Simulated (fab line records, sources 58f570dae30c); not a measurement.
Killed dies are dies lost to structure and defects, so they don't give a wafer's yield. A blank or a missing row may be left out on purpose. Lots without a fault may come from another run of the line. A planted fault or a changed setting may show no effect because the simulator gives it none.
Which tool did it? | flow berkeley_cmos170 | 14 lots, 42 wafers sampled, at 6 steps of a route of 331

WHAT THE GAUGES READ, wafer by wafer
UCB170_CONTACT_THK_MEAS_02. Usual: CONTACT_PSG_THK 696 nm, standard deviation 6.7.
lot  | measured     | on            | CONTACT_PSG_THK (nm) | flag
L677 | day 7 12:49  | film_metro-02 | 690 693 688          |
L678 | day 8 07:41  | film_metro-04 | 696 691 695          |
L679 | day 8 15:16  | film_metro-01 | 705 708 702          |
L682 | day 8 17:05  | film_metro-01 | 701 697 701          |
L681 | day 8 17:06  | film_metro-04 | 695 690 690          |
L680 | day 8 17:07  | film_metro-02 | 708 705 706          |
L685 | day 9 19:11  | film_metro-01 | 697 699 696          |
L690 | day 11 02:04 | film_metro-01 | 692 699 697          |
L691 | day 11 02:04 | film_metro-04 | 696 693 703          |
L692 | day 11 02:05 | film_metro-02 | 699 699 695          |
L699 | day 12 03:13 | film_metro-01 | 701 697 700          |
L697 | day 12 05:00 | film_metro-02 | 702 699 698          |
L698 | day 12 05:01 | film_metro-04 | 687 689 694          |
L700 | day 13 01:28 | film_metro-01 | 687 687 683          |

UCB170_V1_OVL_MEAS_13. Usual: V1_OVL -5 nm, standard deviation 5.4.
lot  | measured     | on         | V1_OVL (nm) | flag
L677 | day 8 00:45  | overlay-01 | -2 -3 -5    |
L678 | day 8 15:30  | overlay-02 | 3 -9 -9     |
L679 | day 8 23:22  | overlay-02 | 0 2 1       |
L682 | day 9 03:10  | overlay-01 | 2 0 3       |
L681 | day 9 04:02  | overlay-01 | -6 2 3      |
L680 | day 9 03:19  | overlay-02 | -10 -9 -7   |
L685 | day 10 08:44 | overlay-01 | -4 -8 -4    |
L690 | day 11 12:26 | overlay-01 | -10 -11 -9  |
L691 | day 11 12:17 | overlay-02 | -9 -1 -11   |
L692 | day 11 11:00 | overlay-01 | -12 -16 -13 |
L699 | day 12 12:10 | overlay-01 | -10 -9 -5   |
L697 | day 12 18:25 | overlay-01 | -18 -13 -11 |
L698 | day 12 17:42 | overlay-02 | -3 -2 -1    |
L700 | day 13 11:00 | overlay-01 | -7 -8 -4    |

UCB170_M2_RS_MEAS_02: measures by four-point-probe. Usual: M2_AL_RS 0.0323 ohm/sq, standard deviation 0.00041.
lot  | measured     | on            | M2_AL_RS (ohm/sq)    | flag
L677 | day 8 01:25  | film_metro-04 | 0.0321 0.0319 0.0326 |
L678 | day 8 16:05  | film_metro-03 | 0.0322 0.0322 0.0327 |
L679 | day 8 23:58  | film_metro-01 | 0.0326 0.0327 0.0329 |
L682 | day 9 03:44  | film_metro-04 | 0.0317 0.0323 0.0318 |
L681 | day 9 04:42  | film_metro-03 | 0.0326 0.0326 0.0324 |
L680 | day 9 03:53  | film_metro-01 | 0.0330 0.0328 0.0326 |
L685 | day 10 09:20 | film_metro-04 | 0.0314 0.0319 0.0315 |
L690 | day 11 13:02 | film_metro-04 | 0.0323 0.0332 0.0330 |
L691 | day 11 12:55 | film_metro-01 | 0.0349 0.0344 0.0343 | OFF
L692 | day 11 11:36 | film_metro-01 | 0.0336 0.0333 0.0340 | OFF
L699 | day 12 12:46 | film_metro-04 | 0.0323 0.0323 0.0324 |
L697 | day 12 19:08 | film_metro-01 | 0.0327 0.0322 0.0327 |
L698 | day 12 18:19 | film_metro-03 | 0.0330 0.0324 0.0328 |
L700 | day 13 11:40 | film_metro-01 | 0.0323 0.0324 0.0324 |

UCB170_M2_THK_MEAS_03: measures by xrf. Usual: M2_AL_THK 888 nm, standard deviation 12.
lot  | measured     | on            | M2_AL_THK (nm) | flag
L677 | day 8 01:32  | film_metro-04 | 888 894 882    |
L678 | day 8 16:12  | film_metro-03 | 898 895 876    |
L679 | day 9 00:05  | film_metro-01 | 876 872 864    |
L682 | day 9 03:52  | film_metro-04 | 901 891 898    |
L681 | day 9 04:49  | film_metro-03 | 882 879 881    |
L680 | day 9 04:01  | film_metro-01 | 864 869 872    |
L685 | day 10 09:26 | film_metro-04 | 919 903 913    |
L690 | day 11 13:09 | film_metro-04 | 896 866 870    |
L691 | day 11 13:02 | film_metro-01 | 819 825 835    | OFF
L692 | day 11 11:43 | film_metro-01 | 849 858 845    | OFF
L699 | day 12 12:53 | film_metro-04 | 893 891 884    |
L697 | day 12 19:15 | film_metro-01 | 865 883 872    |
L698 | day 12 18:25 | film_metro-03 | 873 889 874    |
L700 | day 13 11:46 | film_metro-01 | 887 887 884    |

WHICH TOOL RAN EACH LOT (tool, then ch and the chambers of the sampled wafers, then the start)
lot  | UCB170_CONTACT_STRIP_06              | UCB170_M2_SPUTTER_01
L677 | plasma_asher-01 ch 0,1, day 7 13:22  | pvd_sputter-03, day 8 01:19
L678 | plasma_asher-03 ch 0,1, day 8 08:20  | pvd_sputter-03, day 8 16:00
L679 | plasma_asher-01 ch 0,1, day 8 15:46  | pvd_sputter-03, day 8 23:52
L682 | plasma_asher-01 ch 0,1, day 8 17:36  | pvd_sputter-01, day 9 03:40
L681 | plasma_asher-04 ch 0,1, day 8 17:37  | pvd_sputter-03, day 9 04:37
L680 | plasma_asher-03 ch 0,1, day 8 17:38  | pvd_sputter-02, day 9 03:49
L685 | plasma_asher-01 ch 0,1, day 9 19:41  | pvd_sputter-01, day 10 09:14
L690 | plasma_asher-04 ch 0,1, day 11 02:35 | pvd_sputter-03, day 11 12:56
L691 | plasma_asher-01 ch 0, day 11 03:01   | pvd_sputter-01, day 11 12:50
L692 | plasma_asher-03 ch 0,1, day 11 02:35 | pvd_sputter-01, day 11 11:29
L699 | plasma_asher-03 ch 0,1, day 12 03:44 | pvd_sputter-03, day 12 12:40
L697 | plasma_asher-01 ch 0,1, day 12 05:48 | pvd_sputter-03, day 12 19:03
L698 | plasma_asher-04 ch 0,1, day 12 05:46 | pvd_sputter-02, day 12 18:11
L700 | plasma_asher-03 ch 0,1, day 13 01:59 | pvd_sputter-03, day 13 11:33
- UCB170_CONTACT_STRIP_06: strips in O2.
- UCB170_M2_SPUTTER_01: material Al, target thk 900 nm, time 120 s.

WHAT THE TOOLS THEMSELVES READ (means of the sampled wafers that have a number; where no wafer has one, the mark that the record gives instead)
UCB170_CONTACT_STRIP_06. Usual: drypump_motor_current_A 5.8 A, standard deviation 0.49; oes_product_au 0.735 a.u., standard deviation 0.0048; strip_time_to_endpoint_s 21.97 s, standard deviation 0.069.
lot  | tool            | drypump_motor_current_A (A) | oes_product_au (a.u.) | strip_time_to_endpoint_s (s) | flag
L677 | plasma_asher-01 | 6.1                         | 0.732                 | 21.94                        |
L678 | plasma_asher-03 | 5.4                         | 0.738                 | 22.02                        |
L679 | plasma_asher-01 | 6.2                         | 0.730                 | 21.87                        |
L682 | plasma_asher-01 | 6.1                         | 0.734                 | 21.96                        |
L681 | plasma_asher-04 | 5.8                         | 0.730                 | 21.85                        |
L680 | plasma_asher-03 | 5.6                         | 0.737                 | 22.11                        |
L685 | plasma_asher-01 | 6.1                         | 0.733                 | 22.02                        |
L690 | plasma_asher-04 | 5.3                         | 0.735                 | 22.05                        |
L691 | plasma_asher-01 | 6.1                         | 0.742                 | 22.03                        |
L692 | plasma_asher-03 | 5.6                         | 0.736                 | 21.97                        |
L699 | plasma_asher-03 | 5.7                         | 0.735                 | 21.99                        |
L697 | plasma_asher-01 | 6.1                         | 0.731                 | 22.00                        |
L698 | plasma_asher-04 | 5.8                         | 0.731                 | 21.99                        |
L700 | plasma_asher-03 | 5.5                         | 0.733                 | 21.96                        |

UCB170_M2_SPUTTER_01. Usual: throttle_valve_pct 30.1 %, standard deviation 0.94.
lot  | tool           | throttle_valve_pct (%) | flag
L677 | pvd_sputter-03 | 29.4                   |
L678 | pvd_sputter-03 | 30.1                   |
L679 | pvd_sputter-03 | 29.6                   |
L682 | pvd_sputter-01 | 31.2                   |
L681 | pvd_sputter-03 | 29.4                   |
L680 | pvd_sputter-02 | 30.2                   |
L685 | pvd_sputter-01 | 30.5                   |
L690 | pvd_sputter-03 | 30.2                   |
L691 | pvd_sputter-01 | 31.5                   |
L692 | pvd_sputter-01 | 30.8                   |
L699 | pvd_sputter-03 | 30.2                   |
L697 | pvd_sputter-03 | 30.1                   |
L698 | pvd_sputter-02 | 30.2                   |
L700 | pvd_sputter-03 | 29.4                   |

THE ANSWER, worked out from the rows above alone
Rule: a lot is off if the mean of its wafers that have a number lies more than 3 standard deviations from the usual mean. A lot without any number at a reading at which 4 lots or more have one is off too. The other lots that the step has rows for count as sound. The gauges are gone through in route order, then the tools' own readings, and for those a lot's mean is taken as printed above. The first step at which some lot is off is used, and at that step the reading that is off furthest; a lot without a number counts as furthest.
Off: L691, L692, at UCB170_M2_RS_MEAS_02 (M2_AL_RS).
A tool fits if, at a process step before that reading, it ran every lot that is off, and no sound lot after the first of them. The gauges at UCB170_M2_RS_MEAS_02 are tried like those tools. One fits: pvd_sputter-01 at UCB170_M2_SPUTTER_01. Its last sound lot is L685 (day 10 09:14), its first lot that is off L692 (day 11 11:29): a fault that began between those two fits.

WHAT THE SIMULATOR HAD PUT IN
Process parameter drift: pvd_sputter-01, from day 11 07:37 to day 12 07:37, at UCB170_M2_SPUTTER_01. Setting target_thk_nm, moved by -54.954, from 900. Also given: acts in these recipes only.
Lots struck among those shown: L691, L692. The rule above found the same.
